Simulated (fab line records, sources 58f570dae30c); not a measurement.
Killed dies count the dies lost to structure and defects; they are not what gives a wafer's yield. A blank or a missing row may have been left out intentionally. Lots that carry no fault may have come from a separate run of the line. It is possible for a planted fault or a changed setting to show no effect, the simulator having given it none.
Comparing a struck lot with a sound one | flow berkeley_cmos170 | 42 steps out of a route of 331
Sound: wafers L831.4, L831.5, L831.6. The struck wafers were L850.1, L850.4, L850.6. Last of all comes the cause.
At each step with rows: each side's tool, then ch and its chambers, then its first start. Under that, the readings that differ: sound wafers | struck wafers | difference of the means | sigmas: that difference in standard deviations of wafers without a fault.
alike: readings whose means differ by less than 2 such deviations, and words and numbers that are the same on both sides. not compared: withheld readings, readings that some wafer has no value for, bounds like >300 that may hide the same value, and numbers for which the record gives no deviation and whose values overlap.
The two part at a step that has a row with sigmas, a row that says differs or no value, or rows on one side only. Numbers that don't overlap but have no deviation are shown without sigmas and don't part them. A reading that every wafer of one side lacks parts them only if that side has two wafers or more.

first, 7 steps without rows for these wafers: UCB170_ACTIVE_CLEAN_17 (cleans in SPM, time 600 s); UCB170_PFIELD_HMDS_00 (prime time 60 s); UCB170_PFIELD_COAT_01 (resist thk 900 nm); UCB170_PFIELD_SOFTBAKE_02 (time 60 s); UCB170_PFIELD_EXPOSE_03 (exposes mask PFIELD, target cd 1500 nm); UCB170_PFIELD_PEB_04; UCB170_PFIELD_DEVELOP_05 (develop time 45 s).
UCB170_PFIELD_OVL_MEAS_06:
  sound on overlay-01, day 4 09:21; struck on overlay-02, day 8 13:42
  alike: PFIELD_OVL
after that, 1 step had no rows for these wafers: UCB170_PFIELD_IMPLANT_07.
UCB170_PFIELD_STRIP_08: strips in O2.
  sound on plasma_asher-04 ch 0,1, day 4 09:33; struck on plasma_asher-04 ch 0,1, day 8 13:53
  alike: drypump_motor_current_A, oes_product_au, strip_time_to_endpoint_s
  not compared: rf_hours_counter_h
UCB170_PFIELD_TW_MEAS_09:
  sound on film_metro-03, day 4 09:39; struck on film_metro-04, day 8 13:59
  alike: PFIELD_TW
then, 1 step without rows for these wafers: UCB170_FIELD_CLEAN_00 (cleans in dHF, time 7.5 s).
UCB170_FIELD_OXIDATION_01: target thk 558.3 nm, ox time 7200 s.
  sound on furnace-01 ch 0, day 4 10:58; struck on furnace-01 ch 0, day 8 18:08
  reading                                      | sound             | struck            | difference | sigmas
  ox_time_s (s)                                | 7200 7200 7200    | 9648 9648 9648    | +2448      |
  model.SiO2_of_FIELD_OXIDATION_01.thk_nm (nm) | 562.3 560.1 558.8 | 671.6 667.2 667.3 | +108.3     |
UCB170_FIELD_THK_MEAS_02:
  sound on film_metro-04, day 4 14:00; struck on film_metro-01, day 8 21:21
  reading              | sound       | struck      | difference | sigmas
  FIELD_OXIDE_THK (nm) | 562 560 558 | 672 668 667 | +109       | +11
  not compared: hold
then, 2 steps without rows for these wafers: UCB170_FIELD_WET_ETCH_04 (etches SiO2 in dHF, time 60 s); UCB170_FIELD_WET_ETCH_05 (etches Si3N4 in H3PO4, time 12600 s).
UCB170_FIELD_WET_ETCH_06: etches SiO2 in BOE, time 22 s.
  sound on wet_bench-04 ch 2, day 4 22:23; struck on wet_bench-04 ch 1, day 9 11:17
  reading                                      | sound           | struck            | difference | sigmas
  model.SiO2_of_FIELD_OXIDATION_01.thk_nm (nm) | 444.4 442.2 441 | 556.6 552.2 552.1 | +111.1     |
UCB170_FIELD_THK_MEAS_90:
  sound on film_metro-01, day 4 22:26; struck on film_metro-04, day 9 11:31
  reading                     | sound       | struck      | difference | sigmas
  FIELD_OXIDE_LEFT_1_THK (nm) | 445 442 441 | 557 552 552 | +111       | +11
  not compared: hold
then, 1 step without rows for these wafers: UCB170_SACOX_OXIDATION_01 (target thk 14.4 nm, ox time 2400 s).
UCB170_SACOX_THK_MEAS_02:
  sound on film_metro-03, day 5 02:24; struck on film_metro-03, day 9 17:50
  reading              | sound             | struck            | difference | sigmas
  SACOX_OXIDE_THK (nm) | 14.87 14.99 14.84 | 14.25 14.44 14.36 | -0.55      | -2
then, 2 steps without rows for these wafers: UCB170_SCREENOX_WET_ETCH_00 (etches SiO2 in dHF, time 200 s); UCB170_SCREENOX_OXIDATION_01 (target thk 14.4 nm, ox time 2400 s).
UCB170_SCREENOX_THK_MEAS_02:
  sound on film_metro-03, day 5 07:43; struck on film_metro-02, day 9 20:28
  alike: SCREENOX_OXIDE_THK
then, 7 steps without rows for these wafers: UCB170_SCREENOX_ANNEAL_03 (time 900 s); UCB170_NVT_HMDS_00 (prime time 60 s); UCB170_NVT_COAT_01 (resist thk 900 nm); UCB170_NVT_SOFTBAKE_02 (time 60 s); UCB170_NVT_EXPOSE_03 (exposes mask PWELL, target cd 3000 nm); UCB170_NVT_PEB_04; UCB170_NVT_DEVELOP_05 (develop time 45 s).
UCB170_NVT_OVL_MEAS_06:
  sound on overlay-01, day 5 10:53; struck on overlay-02, day 10 02:43
  reading      | sound    | struck | difference | sigmas
  NVT_OVL (nm) | -3 -8 -8 | 8 6 2  | +12        | +2
after that, 1 step had no rows for these wafers: UCB170_NVT_IMPLANT_07.
UCB170_NVT_STRIP_08: strips in O2.
  sound on plasma_asher-01 ch 0,1, day 5 11:05; struck on plasma_asher-01 ch 0,1, day 10 02:54
  alike: drypump_motor_current_A, oes_product_au, strip_time_to_endpoint_s
  not compared: rf_hours_counter_h
UCB170_NVT_TW_MEAS_09:
  sound on film_metro-03, day 5 11:11; struck on film_metro-01, day 10 03:00
  alike: NVT_TW
then, 6 steps without rows for these wafers: UCB170_NVT_CLEAN_10 (cleans in SPM, time 600 s); UCB170_PVT_HMDS_00 (prime time 60 s); UCB170_PVT_COAT_01 (resist thk 900 nm); UCB170_PVT_SOFTBAKE_02 (time 60 s); UCB170_PVT_EXPOSE_03 (exposes mask NWELL, target cd 3000 nm); UCB170_PVT_PEB_04.
UCB170_FIELD_THK_MEAS_91:
  sound on film_metro-04, day 5 13:06; struck on film_metro-01, day 10 04:54
  reading                     | sound       | struck      | difference | sigmas
  FIELD_OXIDE_LEFT_2_THK (nm) | 356 354 353 | 468 465 464 | +111       | +11
  not compared: hold
-- the record jumps here: 3 days lie between the struck wafers' starts before and after (it left off in module FIELD and takes up again in module M3, whose first step shown is number 331 of the route) --
UCB170_M3_PROBE_99:
  rows exist in the record for the struck wafers here (prober-01, day 12 17:35), but not for the sound ones

== WHERE THEY PART ==
At UCB170_FIELD_THK_MEAS_02 first; at UCB170_M3_PROBE_99 last (within this record only).

WHY: whatever the simulator had introduced
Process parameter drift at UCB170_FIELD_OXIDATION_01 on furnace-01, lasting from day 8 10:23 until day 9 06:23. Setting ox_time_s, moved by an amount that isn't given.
